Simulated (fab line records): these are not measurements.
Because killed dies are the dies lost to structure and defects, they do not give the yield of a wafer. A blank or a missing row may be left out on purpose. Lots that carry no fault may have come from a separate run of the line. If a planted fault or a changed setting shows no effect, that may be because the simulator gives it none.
The same fault as seen by 2 desks + flow berkeley-cmos170 + numbers are kept per desk, each desk with only its own; the story behind them comes last

## METROLOGY DESK
Means of the sampled wafers that have a number, per lot and without regard to the tool the lot ran on: this is what the gauges read. A lot is out of limits, marked OUT, if its mean lies more than 4 standard deviations from the usual mean; the brackets give that distance.
Columns: A = SCREENOX_OXIDE_THK at UCB170_SCREENOX_THK_MEAS_02, usual 14.4 nm; B = cd-nm at UCB170_V2_CD_MEAS_12, usual 699.9 nm
| lot  | first seen here | A    | B                |
|------|-----------------|------|------------------|
| L455 | day 6 03:05     | 14.5 | 701.0            |
| L457 | day 6 03:05     | 14.7 | 700.6            |
| L456 | day 6 03:06     | 14.8 | 701.2            |
| L459 | day 6 19:37     | 14.6 | 696.4            |
| L461 | day 6 19:38     | 14.4 | 700.1            |
| L463 | day 7 01:41     | 14.5 | 698.7            |
| L462 | day 7 01:42     | 14.7 | 730.9 (+21) OUT  |
| L464 | day 7 09:46     | 14.4 | 723.8 (+16) OUT  |
| L465 | day 7 22:36     | 13.8 | 720.8 (+14) OUT  |
| L466 | day 8 05:42     | 14.6 | 699.0            |
| L467 | day 8 05:42     | 13.9 | 713.7 (+9.2) OUT |
| L471 | day 8 15:35     | 14.8 | 698.8            |
| L472 | day 9 02:41     | 14.7 | 700.9            |
| L474 | day 9 12:38     | 14.3 | 700.3            |
| L475 | day 10 08:34    | 14.2 | 697.5            |
| L477 | day 10 10:26    | 13.9 | 703.3            |
This desk's verdict: out of limits on L462, L464, L465, L467, starting with L462 at day 9 12:29 (cd-nm at UCB170_V2_CD_MEAS_12). L455, L457, L456, L459, L461, L463, L466, L471, L472, L474, L475, L477: within limits.

## AT THE TOOL OWNER'S DESK: krf-scanner-01
The tool's own readings at UCB170_V2_EXPOSE_09 (exposes mask VIA2, target cd 700 nm): means of the sampled wafers that have a number, for each lot that ran on this tool. A lot is out of limits, marked OUT, if its mean lies more than 4 standard deviations from the usual mean; the brackets give that distance.
Columns: A = exposure-dose-mJ-cm2 at UCB170_V2_EXPOSE_09, usual 37.00; B = reticle-temp-C at UCB170_V2_EXPOSE_09, usual 23.01 C
| lot  | first seen here | A                       | B     |
|------|-----------------|-------------------------|-------|
| L456 | day 8 11:55     | 37.05                   | 23.01 |
| L461 | day 9 03:00     | 36.98                   | 22.90 |
| L459 | day 9 03:40     | 37.01                   | 22.97 |
| L462 | day 9 12:05     | 43.96 (+99 or more) OUT | 22.94 |
| L464 | day 9 19:10     | 42.58 (+99 or more) OUT | 23.07 |
| L465 | day 10 16:36    | 41.45 (+99 or more) OUT | 22.97 |
| L467 | day 10 22:01    | 40.26 (+96) OUT         | 22.91 |
This desk's verdict: out of limits on L462, L464, L465, L467, starting with L462 at day 9 12:05 (exposure-dose-mJ-cm2 at UCB170_V2_EXPOSE_09). L456, L461, L459: within limits.

## PUT TOGETHER
The tool owner's desk could have raised an alarm at day 9 12:05, on L462, L464, L465, L467.
An alarm was possible from the metrology desk at day 9 12:29, on L462, L464, L465, L467.
On krf-scanner-01, each named lot ran UCB170_V2_EXPOSE_09.

## WHAT WAS PUT IN BY THE SIMULATOR
Process parameters drifting: krf-scanner-01 at UCB170_V2_EXPOSE_09, beginning at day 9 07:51. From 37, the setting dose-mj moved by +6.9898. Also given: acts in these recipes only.
Lots struck among those shown: L462, L464, L465, L467.
Counting hours from when the fault started, the first reading out of limits came at 4 for the tool owner's desk and at 5 for the metrology desk.
